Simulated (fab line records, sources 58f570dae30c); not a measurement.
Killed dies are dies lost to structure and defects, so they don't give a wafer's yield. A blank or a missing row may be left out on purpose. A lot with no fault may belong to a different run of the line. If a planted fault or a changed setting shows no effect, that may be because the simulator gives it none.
A struck lot beside a sound one	flow berkeley-cmos170	31 out of 331 route steps
Sound: these wafers, L167.1, L167.2, L167.4. The struck wafers were L160.3, L160.5, L160.6. Last of all comes the cause.
Per side, at each step with rows, come the tool, then ch with its chambers, and then its first start. Under that, the readings that differ: sound wafers	struck wafers	difference of the means	sigmas: that difference in standard deviations of wafers without a fault.
alike: a reading whose means differ by less than 2 such deviations, as well as words and numbers matching on both sides. not compared: withheld readings; readings where some wafer has no value; bounds like >300 that might hide an equal value; numbers whose values overlap and for which the record gives no deviation.
Wherever a step has rows on one side only, a row that says differs or no value, or a row with sigmas, the two part there. Numbers that don't overlap but have no deviation are shown without sigmas and don't part them. A reading that every wafer of one side lacks parts them only if that side has two wafers or more.

first, 6 steps without rows for these wafers: UCB170_V1_HMDS_06 (prime time 60 s); UCB170_V1_COAT_07 (resist thk 900 nm); UCB170_V1_SOFTBAKE_08 (time 60 s); UCB170_V1_EXPOSE_09 (exposes mask VIA1, target cd 700 nm); UCB170_V1_PEB_10; UCB170_V1_DEVELOP_11 (develop time 45 s).
UCB170_V1_CD_MEAS_12: target cd 700 nm.
  sound on cd-sem-01, day 10 21:05; struck on cd-sem-01, day 9 12:31
  alike: cd-nm
UCB170_V1_OVL_MEAS_13:
  sound on overlay-02, day 10 21:12; struck on overlay-01, day 9 12:36
  alike: V1_OVL
UCB170_V1_ETCH_14: etches SiO2 in CHF3/CF4/Ar, stops on Al, target depth 1250 nm, time 291 s.
  sound on rie-diel-04 ch 0,1, day 10 21:14; struck on rie-diel-03 ch 0,1,3, day 9 12:38
  alike: drypump-motor-current-A, oes-product-au, throttle-valve-pct
  not compared: rf-hours-counter-h
UCB170_V1_STRIP_15: strips in O2.
  sound on plasma-asher-01 ch 0,1, day 10 21:25; struck on plasma-asher-01 ch 0,1, day 9 12:50
  alike: drypump-motor-current-A, oes-product-au, strip-time-to-endpoint-s
  not compared: rf-hours-counter-h
UCB170_V1_CD_MEAS_90: target cd 700 nm.
  sound on cd-sem-01, day 10 21:31; struck on cd-sem-01, day 9 12:59
  alike: cd-nm
then, 1 step without rows for these wafers: UCB170_M2_PRE_CLEAN_00 (preclean etch time 60 s).
UCB170_M2_SPUTTER_01: material Al, target thk 900 nm, time 120 s.
  sound on pvd-sputter-04, day 10 21:42; struck on pvd-sputter-01, day 9 13:08
reading	sound	struck	difference	sigmas
model.Al_of_M2_SPUTTER_01.thk-nm (nm)	905 905.1 895.6	1173 1153 1172	+264	
  alike: cathode-dc-power-W, chamber-pressure-pa, throttle-valve-pct
UCB170_M2_RS_MEAS_02: measures by four-point-probe.
  sound on film-metro-04, day 10 21:47; struck on film-metro-04, day 9 13:16
reading	sound	struck	difference	sigmas
M2_AL_RS (ohm/sq)	0.0320 0.0319 0.0323	0.0246 0.0251 0.0246	-0.0073	-20
UCB170_M2_THK_MEAS_03: measures by xrf.
  sound on film-metro-04, day 10 21:54; struck on film-metro-04, day 9 13:22
reading	sound	struck	difference	sigmas
M2_AL_THK (nm)	890 895 886	1155 1140 1159	+261	+26
then, 3 steps without rows for these wafers: UCB170_M2_HMDS_04 (prime time 60 s); UCB170_M2_COAT_05 (resist thk 900 nm); UCB170_M2_SOFTBAKE_06 (time 60 s).
UCB170_M2_STRIP_07: strips in O2.
  sound on plasma-asher-04 ch 0,1, day 10 22:25; struck on plasma-asher-01 ch 0,1, day 9 14:01
  alike: drypump-motor-current-A, oes-product-au, strip-time-to-endpoint-s
  not compared: rf-hours-counter-h
then, 7 steps without rows for these wafers: UCB170_M2_STRIP_08 (strips KrF in DMSO, time 600 s); UCB170_M2_COAT_09; UCB170_M2_COAT_10 (resist thk 900 nm); UCB170_M2_SOFTBAKE_11 (time 60 s); UCB170_M2_EXPOSE_12 (exposes mask METAL2, target cd 700 nm); UCB170_M2_PEB_13; UCB170_M2_DEVELOP_14 (develop time 45 s).
UCB170_M2_CD_MEAS_15: target cd 700 nm.
  sound on cd-sem-02, day 11 00:12; struck on cd-sem-01, day 9 15:37
  alike: cd-nm
UCB170_M2_OVL_MEAS_16:
  sound on overlay-01, day 11 00:19; struck on overlay-01, day 9 15:42
  alike: M2_OVL
UCB170_M2_ETCH_17: etches BARC in N2/H2.
  sound on rie-diel-01 ch 0,2,3, day 11 00:21; struck on rie-diel-02 ch 0,3, day 9 15:45
  alike: drypump-motor-current-A, n2-flow-sccm, oes-product-au, throttle-valve-pct
UCB170_M2_METAL_ETCH_18: etches Al in Cl2/BCl3, stops on SiO2, target depth 1170 nm, time 195 s.
  sound on rie-metal-03 ch 0,1, day 11 00:23; struck on rie-metal-04 ch 0,1, day 9 15:51
reading	sound	struck	difference	sigmas
oes-product-au (a.u.)	0.864 0.861 0.848	0.994 0.977 0.983	+0.127	+17
  alike: bcl3-flow-sccm, drypump-motor-current-A, throttle-valve-pct
  not compared: rf-hours-counter-h
UCB170_M2_STRIP_19: strips in O2.
  sound on plasma-asher-01 ch 0,1, day 11 00:35; struck on plasma-asher-01 ch 0,1, day 9 16:01
  alike: drypump-motor-current-A, oes-product-au
  not compared: rf-hours-counter-h

## WHERE THEY PART
At UCB170_M2_RS_MEAS_02 first; at UCB170_M2_METAL_ETCH_18 last (within this record only). Later steps at which nothing parts them and some readings are alike: UCB170_M2_STRIP_19.

WHY: what the simulator had put in
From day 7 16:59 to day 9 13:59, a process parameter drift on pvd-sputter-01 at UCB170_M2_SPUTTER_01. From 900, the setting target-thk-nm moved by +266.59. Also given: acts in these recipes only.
